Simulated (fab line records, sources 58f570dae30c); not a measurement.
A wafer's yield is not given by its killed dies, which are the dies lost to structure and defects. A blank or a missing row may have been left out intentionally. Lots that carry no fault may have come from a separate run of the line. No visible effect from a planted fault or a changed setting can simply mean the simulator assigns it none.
A lot that was struck, set against a sound lot	flow berkeley_cmos170	15 steps out of a route of 331
Sound: these wafers, L139.1, L139.2, L139.3. Wafers struck: L146.2, L146.4, L146.6. Last of all comes the cause.
Order at every step that has rows: each side's tool, ch and its chambers, its first start. Under that, the readings that differ: sound wafers	struck wafers	difference of the means	sigmas: that difference in standard deviations of wafers without a fault.
alike: same words and numbers on both sides, and readings whose means sit less than 2 such deviations apart. not compared: any withheld reading, any reading some wafer has no value for, any bound like >300 that may hide the same value, and any number with overlapping values for which the record gives no deviation.
Wherever a step has rows on one side only, a row that says differs or no value, or a row with sigmas, the two part there. When numbers do not overlap yet have no deviation, they are printed without sigmas and do not part them. Lack of a reading on every wafer of one side parts them only where that side has two or more wafers.

UCB170_V1_CMP_02: polishes SiO2.
  sound on cmp-01 ch 1,2,3, day 7 15:52; struck on cmp-01 ch 0,1,2, day 9 08:07
  alike: motor_current_A
UCB170_V1_BOW_MEAS_03:
  sound: film_metro-01 at day 7 16:10; struck: film_metro-03 at day 9 08:22
  alike: V1_BOW
UCB170_V1_THK_MEAS_04:
  sound: film_metro-01 at day 7 16:17; struck: film_metro-03 at day 9 08:28
  alike: V1_POLISHED_THK
then, 7 steps without rows for these wafers: UCB170_V1_CLEAN_05 (cleans in DIW); UCB170_V1_HMDS_06 (prime time 60 s); UCB170_V1_COAT_07 (resist thk 900 nm); UCB170_V1_SOFTBAKE_08 (time 60 s); UCB170_V1_EXPOSE_09 (exposes mask VIA1, target cd 700 nm); UCB170_V1_PEB_10; UCB170_V1_DEVELOP_11 (develop time 45 s).
UCB170_V1_CD_MEAS_12 targets a cd of 700 nm.
  sound: cd_sem-02 at day 7 17:30; struck: cd_sem-01 at day 9 12:02
  alike: cd_nm
UCB170_V1_OVL_MEAS_13:
  sound: overlay-01 at day 7 17:37; struck: overlay-02 at day 9 12:08
  alike: V1_OVL
UCB170_V1_ETCH_14: etches SiO2 in CHF3/CF4/Ar, stops on Al, target depth 1250 nm, time 291 s.
  sound on rie_diel-03 ch 0,1,3, day 7 17:39; struck on rie_diel-04 ch 0,1,3, day 9 12:10
  no value came back on the struck wafers for any of 7 readings (CHF3_flow_sccm (sccm), cf4_flow_sccm (sccm) and others); on the sound wafers CHF3_flow_sccm (sccm) reads 44.93 44.99 44.90
reading	sound	struck	difference	sigmas
model.KrF_of_V1_COAT_07.thk_nm (nm)	608.4 616.3 615	884.4 888 889.4	+274.0	
UCB170_V1_STRIP_15: strips in O2.
  sound on plasma_asher-02 ch 0,1, day 7 17:50; struck on plasma_asher-04 ch 0,1, day 9 12:20
reading	sound	struck	difference	sigmas
oes_product_au (a.u.)	0.729 0.724 0.724	0.738 0.738 0.738	+0.012	+3
strip_time_to_endpoint_s (s)	15.27 15.47 15.43	21.58 21.67 21.70	+6.26	+45
  alike: drypump_motor_current_A
  not compared: rf_hours_counter_h
UCB170_V1_CD_MEAS_90 targets a cd of 700 nm.
  sound: cd_sem-02 at day 7 17:56; struck: cd_sem-01 at day 9 12:28
reading	sound	struck	difference	sigmas
cd_nm (nm)	700.5 700.1 701.9	- - -	no value on the struck wafers	

## WHERE THEY PART
Last at UCB170_V1_CD_MEAS_90 as far as this record goes, first at UCB170_V1_ETCH_14.

WHY: whatever the simulator had introduced
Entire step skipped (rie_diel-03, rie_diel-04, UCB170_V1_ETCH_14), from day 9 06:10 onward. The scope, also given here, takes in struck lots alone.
